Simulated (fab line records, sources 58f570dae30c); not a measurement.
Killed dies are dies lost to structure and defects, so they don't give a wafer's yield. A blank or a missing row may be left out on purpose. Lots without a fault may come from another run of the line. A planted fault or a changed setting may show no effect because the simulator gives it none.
Problem report in the 8D (eight disciplines) form, filled by code | flow berkeley_cmos170 | the parts of the form that need people (team, actions taken, sign-off) are left out

1. THE PROBLEM
beam_energy_keV at UCB170_NLDD_IMPLANT_08 reads a mean of 29.204 on 6 wafers of 2 lots; wafers without a fault read 30.002 with a standard deviation of 0.01. That is -80 standard deviations from the usual mean.
First seen on wafer L559.1, day 8 02:04, on implanter-03. The record holds 18 wafers of 6 lots with a number at this step. Rule for "out", or "out of limits": more than 4 standard deviations from the usual mean. The other wafers with a number count as sound.

2. WHAT IT IS AND WHAT IT IS NOT
question                    | is                     | is not
which readings at this step | beam_energy_keV        | -
which lots                  | L559, L561             | L552, L563, L567, L573
which wafers of those lots  | all that have a number | -
read on which tools         | implanter-03           | implanter-02, implanter-04
when                        | from day 8 02:04       | up to then (3 sound wafers); but 9 sound wafers of L563, L567, L573 came after

3. SUSPECTS, AND WHAT RULES EACH OUT
Counting: a tool at a process step up to the reading stays a suspect if it ran every lot that is out and no sound lot after the first of them.
- implanter-03 at UCB170_NLDD_IMPLANT_08: kept. It ran every lot that is out, first L559 (day 8 02:04), and no sound lot after that; its last sound lot up to then is L552 (day 6 11:03). Its own readings are out on those wafers: beam_energy_keV.
Left after counting: implanter-03 at UCB170_NLDD_IMPLANT_08.

4. THE CAUSE (what the simulator had put in)
Process parameter drift: implanter-03, from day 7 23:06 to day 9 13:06, at UCB170_NLDD_IMPLANT_08. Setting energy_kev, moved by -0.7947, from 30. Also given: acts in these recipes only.
Counting left only this tool.

5. THE CHAIN OF EFFECTS, in route order
Each row: a reading whose mean over the struck wafers that have a number lies more than 3 standard deviations from the usual. Only readings for which the record gives a usual standard deviation are gone through. hours: the time from each lot's start at the first step in this table that gives one to its start at this step, as a median over the lots. sigmas: the change in usual standard deviations.
hours | step                   | reading         | usual  | on struck wafers | change | sigmas
0     | UCB170_NLDD_IMPLANT_08 | beam_energy_keV | 30.002 | 29.204           | -0.798 | -80
The process steps in it:
- UCB170_NLDD_IMPLANT_08

6. WHAT WOULD HAVE CAUGHT IT SOONER
In this record the first reading out of limits was taken at day 8 02:04, 3 hours after the fault began at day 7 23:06.
